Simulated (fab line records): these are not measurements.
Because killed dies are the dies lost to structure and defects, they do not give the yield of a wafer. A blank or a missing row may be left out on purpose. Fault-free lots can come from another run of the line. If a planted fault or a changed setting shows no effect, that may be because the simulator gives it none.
Which tool did it? -- flow berkeley-cmos170 -- Sampling: 15 lots, 45 wafers, 3 of 331 route steps

== WHAT THE GAUGES SHOWED, per wafer ==
UCB170_M1_CD_MEAS_90 targets a cd of 700 nm.
lot,measured,on,cd-nm (nm)
L969,day 6 16:17,cd-sem-01,703.2 701.2 703.8
L970,day 6 19:02,cd-sem-01,700.7 697.5 700.8
L973,day 7 15:08,cd-sem-02,699.1 698.5 699.1
L971,day 7 15:25,cd-sem-01,702.8 700.8 703.6
L976,day 7 20:16,cd-sem-02,690.7 690.2 692.9
L974,day 7 20:50,cd-sem-01,696.2 697.3 698.2
L977,day 7 22:26,cd-sem-02,700.0 701.8 701.8
L975,day 7 22:50,cd-sem-01,686.3 690.0 687.5
L978,day 8 20:26,cd-sem-01,694.2 690.8 694.7
L979,day 8 21:39,cd-sem-02,700.1 701.0 701.5
L984,day 9 22:51,cd-sem-01,695.2 696.4 695.7
L986,day 10 00:40,cd-sem-01,699.7 698.8 700.3
L990,day 11 03:00,cd-sem-01,701.5 702.6 702.7
L991,day 11 18:37,cd-sem-02,699.2 697.0 695.9
L992,day 11 19:00,cd-sem-01,704.6 702.8 701.1

== EACH LOT AND THE TOOL THAT RAN IT (in order: tool; ch and the chambers of the sampled wafers; start) ==
lot,UCB170_M1_METAL_ETCH_12,UCB170_M1_STRIP_13
L969,"rie-metal-02 ch 0,1, day 6 16:01","plasma-asher-01 ch 0,1, day 6 16:10"
L970,"rie-metal-04 ch 0,1, day 6 18:49","plasma-asher-02 ch 0,1, day 6 18:56"
L973,"rie-metal-02 ch 0,1, day 7 14:55","plasma-asher-01 ch 0,1, day 7 15:02"
L971,"rie-metal-01 ch 0,1, day 7 15:11","plasma-asher-02 ch 0,1, day 7 15:19"
L976,"rie-metal-04 ch 0,1, day 7 20:02","plasma-asher-04 ch 0,1, day 7 20:10"
L974,"rie-metal-02 ch 0,1, day 7 20:35","plasma-asher-01 ch 0,1, day 7 20:43"
L977,"rie-metal-01 ch 0,1, day 7 22:10","plasma-asher-04 ch 0,1, day 7 22:18"
L975,"rie-metal-04 ch 0,1, day 7 22:29","plasma-asher-02 ch 0,1, day 7 22:37"
L978,"rie-metal-04 ch 0,1, day 8 20:11","plasma-asher-04 ch 0,1, day 8 20:19"
L979,"rie-metal-02 ch 0, day 8 21:17","plasma-asher-02 ch 0, day 8 21:33"
L984,"rie-metal-02 ch 0,1, day 9 22:35","plasma-asher-02 ch 0,1, day 9 22:44"
L986,"rie-metal-01 ch 0,1, day 10 00:25","plasma-asher-02 ch 0,1, day 10 00:32"
L990,"rie-metal-01 ch 0,1, day 11 02:41","plasma-asher-01 ch 0,1, day 11 02:49"
L991,"rie-metal-04 ch 0,1, day 11 18:23","plasma-asher-02 ch 0,1, day 11 18:31"
L992,"rie-metal-01 ch 0,1, day 11 18:46","plasma-asher-04 ch 0,1, day 11 18:54"
- UCB170_M1_METAL_ETCH_12: etches Al in Cl2/BCl3, stops on PSG, target depth 780 nm, time 130 s.
- UCB170_M1_STRIP_13: strips in O2.

== AS READ BY THE TOOLS THEMSELVES (means over the sampled wafers that have a number; for cases with no such wafer, the mark the record gives instead) ==
UCB170_M1_METAL_ETCH_12.
lot,tool,drypump-motor-current-A (A),oes-product-au (a.u.),throttle-valve-pct (%)
L969,rie-metal-02,5.29,0.848,24.5
L970,rie-metal-04,5.95,0.865,23.9
L973,rie-metal-02,5.43,0.867,24.4
L971,rie-metal-01,5.68,0.852,24.7
L976,rie-metal-04,5.97,0.761,23.9
L974,rie-metal-02,5.28,0.851,24.4
L977,rie-metal-01,5.70,0.864,24.4
L975,rie-metal-04,5.95,0.762,23.9
L978,rie-metal-04,5.77,0.773,24.1
L979,rie-metal-02,5.58,0.858,24.4
L984,rie-metal-02,5.43,0.859,24.4
L986,rie-metal-01,5.68,0.858,24.7
L990,rie-metal-01,5.69,0.854,24.7
L991,rie-metal-04,5.76,0.865,24.0
L992,rie-metal-01,5.67,0.855,24.7

UCB170_M1_STRIP_13.
lot,tool,drypump-motor-current-A (A),oes-product-au (a.u.)
L969,plasma-asher-01,5.4,0.716
L970,plasma-asher-02,5.7,0.724
L973,plasma-asher-01,5.4,0.722
L971,plasma-asher-02,5.8,0.719
L976,plasma-asher-04,6.2,0.654
L974,plasma-asher-01,5.3,0.717
L977,plasma-asher-04,6.3,0.720
L975,plasma-asher-02,5.9,0.663
L978,plasma-asher-04,6.2,0.647
L979,plasma-asher-02,6.0,0.717
L984,plasma-asher-02,5.9,0.722
L986,plasma-asher-02,5.9,0.717
L990,plasma-asher-01,5.3,0.714
L991,plasma-asher-02,5.9,0.720
L992,plasma-asher-04,6.3,0.722

== THE ANSWER, worked out from the rows above alone ==
Rule: the lots themselves supply what counts as usual. Put in order of their means at a reading, lots are off if they are a third of the lots or fewer, leave a main group of 4 or more, and stand apart from it by a gap of 3 or more times the standard deviation of the main group's means; of several such gaps the widest counts. A main group whose means are all the same, to the digits that the tables above print for the reading, isn't used. A lot without any number at a reading at which 4 lots or more have one is off too. All remaining lots with rows at the step are treated as sound. Order of review: gauges by route order, followed by the tools' own readings, for which a lot's mean as printed above is used. The first step at which some lot is off is used, and at that step the reading that is off furthest; a lot without a number counts as furthest.
Off at UCB170_M1_METAL_ETCH_12 (oes-product-au): L976, L975, L978. Mean 0.858 a.u. and standard deviation 0.006 in the main group.
If a tool, at that step or one of the process steps before it, ran each lot that is off and ran no sound lot following the first of them, it fits. None of those tried fits.

== WHAT THE SIMULATOR HAD INSERTED ==
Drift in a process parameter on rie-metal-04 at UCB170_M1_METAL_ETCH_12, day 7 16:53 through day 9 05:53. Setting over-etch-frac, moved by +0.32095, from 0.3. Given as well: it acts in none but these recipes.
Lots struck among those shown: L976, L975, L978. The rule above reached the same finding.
